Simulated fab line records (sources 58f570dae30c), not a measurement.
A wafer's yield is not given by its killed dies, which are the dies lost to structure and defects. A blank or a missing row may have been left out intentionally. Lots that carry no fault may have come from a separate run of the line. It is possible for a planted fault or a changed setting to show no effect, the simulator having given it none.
Commonality check across tools / flow berkeleyCmos170 / 42 wafers sampled across 14 lots

WHY THIS WAS OPENED
Of 14 lots, 2 have the reading NLDD_RS flagged at UCB170_SDANNEAL_RS_MEAS_05. Fault-free wafers read 615.8 ohm/sq, with a standard deviation of 1.5.
Rule: a lot is flagged when every wafer of it that has a number lies more than 4 standard deviations from that mean, or none has a number. The rest of the lots are taken to be sound.

lot=L536; measured=day 7 09:55; on=filmMetro-02; NLDD_RS (ohm/sq), wafer by wafer=617.7 618.8 617.6; flag=
lot=L537; measured=day 7 10:28; on=filmMetro-03; NLDD_RS (ohm/sq), wafer by wafer=615.3 616.9 614.9; flag=
lot=L539; measured=day 8 05:03; on=filmMetro-03; NLDD_RS (ohm/sq), wafer by wafer=614.5 616.4 613.7; flag=
lot=L541; measured=day 8 05:03; on=filmMetro-02; NLDD_RS (ohm/sq), wafer by wafer=617.3 616.4 615.4; flag=
lot=L540; measured=day 8 05:10; on=filmMetro-04; NLDD_RS (ohm/sq), wafer by wafer=615.6 618.2 617.2; flag=
lot=L538; measured=day 8 05:32; on=filmMetro-02; NLDD_RS (ohm/sq), wafer by wafer=619.2 619.2 619.8; flag=
lot=L543; measured=day 8 18:07; on=filmMetro-04; NLDD_RS (ohm/sq), wafer by wafer=642.3 643.1 641.6; flag=FLAGGED
lot=L542; measured=day 8 18:28; on=filmMetro-03; NLDD_RS (ohm/sq), wafer by wafer=613.5 613.9 615.4; flag=
lot=L547; measured=day 9 16:25; on=filmMetro-02; NLDD_RS (ohm/sq), wafer by wafer=614.3 613.6 614.0; flag=
lot=L553; measured=day 10 06:10; on=filmMetro-02; NLDD_RS (ohm/sq), wafer by wafer=613.2 613.9 614.4; flag=
lot=L549; measured=day 10 06:20; on=filmMetro-04; NLDD_RS (ohm/sq), wafer by wafer=641.8 643.1 641.7; flag=FLAGGED
lot=L554; measured=day 10 08:37; on=filmMetro-03; NLDD_RS (ohm/sq), wafer by wafer=615.0 614.6 616.3; flag=
lot=L552; measured=day 10 08:50; on=filmMetro-02; NLDD_RS (ohm/sq), wafer by wafer=614.9 616.9 616.7; flag=
lot=L558; measured=day 11 21:11; on=filmMetro-02; NLDD_RS (ohm/sq), wafer by wafer=618.0 618.2 616.1; flag=
The mean of the flagged lots' numbers is 642.3 ohm/sq, +26.5 ohm/sq from the usual (+18 standard deviations).

WHICH TOOL EACH LOT WENT THROUGH
The record holds 1 process step before the reading, out of a route of 331 steps. Cell contents, in order: the tool; ch with the chambers the sampled wafers went through; the start.
lot=L536; flag=; UCB170_NLDD_IMPLANT_09=implanter-03 ch 0, day 6 21:31
lot=L537; flag=; UCB170_NLDD_IMPLANT_09=implanter-01 ch 0, day 6 21:18
lot=L539; flag=; UCB170_NLDD_IMPLANT_09=implanter-01 ch 0, day 7 13:25
lot=L541; flag=; UCB170_NLDD_IMPLANT_09=implanter-03 ch 0, day 7 13:47
lot=L540; flag=; UCB170_NLDD_IMPLANT_09=implanter-02 ch 0, day 7 14:01
lot=L538; flag=; UCB170_NLDD_IMPLANT_09=implanter-01 ch 0, day 7 14:23
lot=L543; flag=FLAGGED; UCB170_NLDD_IMPLANT_09=implanter-01 ch 0, day 8 06:21
lot=L542; flag=; UCB170_NLDD_IMPLANT_09=implanter-03 ch 0, day 8 06:30
lot=L547; flag=; UCB170_NLDD_IMPLANT_09=implanter-02 ch 0, day 9 03:40
lot=L553; flag=; UCB170_NLDD_IMPLANT_09=implanter-03 ch 0, day 9 21:05
lot=L549; flag=FLAGGED; UCB170_NLDD_IMPLANT_09=implanter-01 ch 0, day 9 19:27
lot=L554; flag=; UCB170_NLDD_IMPLANT_09=implanter-03 ch 0, day 9 22:29
lot=L552; flag=; UCB170_NLDD_IMPLANT_09=implanter-02 ch 0, day 9 23:02
lot=L558; flag=; UCB170_NLDD_IMPLANT_09=implanter-03 ch 0, day 11 10:07
These steps, and what they do:
- UCB170_NLDD_IMPLANT_09
- UCB170_SDANNEAL_RS_MEAS_05: measures by four-point-probe.

FLAGGED AGAINST TOTAL, ONE TOOL AT A TIME (gauges that did the reading follow at the end)
step=UCB170_NLDD_IMPLANT_09; tool=implanter-01; lots run=5; flagged=2; share of the flagged lots=all; sound lots run after its first flagged lot=0
step=UCB170_NLDD_IMPLANT_09; tool=implanter-02; lots run=3; flagged=0; share of the flagged lots=none; sound lots run after its first flagged lot=-
step=UCB170_NLDD_IMPLANT_09; tool=implanter-03; lots run=6; flagged=0; share of the flagged lots=none; sound lots run after its first flagged lot=-
step=UCB170_SDANNEAL_RS_MEAS_05; tool=filmMetro-02; lots run=7; flagged=0; share of the flagged lots=none; sound lots run after its first flagged lot=-
step=UCB170_SDANNEAL_RS_MEAS_05; tool=filmMetro-03; lots run=4; flagged=0; share of the flagged lots=none; sound lots run after its first flagged lot=-
step=UCB170_SDANNEAL_RS_MEAS_05; tool=filmMetro-04; lots run=3; flagged=2; share of the flagged lots=all; sound lots run after its first flagged lot=0

WHAT THE TABLE ALLOWS
2 rows of the table ran every flagged lot: implanter-01 at UCB170_NLDD_IMPLANT_09, filmMetro-04 at UCB170_SDANNEAL_RS_MEAS_05.
- implanter-01 at UCB170_NLDD_IMPLANT_09: 2 of its 5 lots flagged. Its last sound lot is L538 (day 7 14:23), its first flagged lot L543 (day 8 06:21): a fault that began between those two fits. Its own readings (doseIonsCm2, faradayCurrentUA) fall more than 4 standard deviations out on all wafers of the flagged lots.
- filmMetro-04 at UCB170_SDANNEAL_RS_MEAS_05: 2 of its 3 lots flagged. Its last sound lot is L540 (day 8 05:10), its first flagged lot L543 (day 8 18:07): a fault that began between those two fits.
Counting lots can't tell these 2 tools apart, because each fits a fault that began at some hour. More lots, or a look at what each step does to the wafer, might.

WHAT THE SIMULATOR HAD INSERTED
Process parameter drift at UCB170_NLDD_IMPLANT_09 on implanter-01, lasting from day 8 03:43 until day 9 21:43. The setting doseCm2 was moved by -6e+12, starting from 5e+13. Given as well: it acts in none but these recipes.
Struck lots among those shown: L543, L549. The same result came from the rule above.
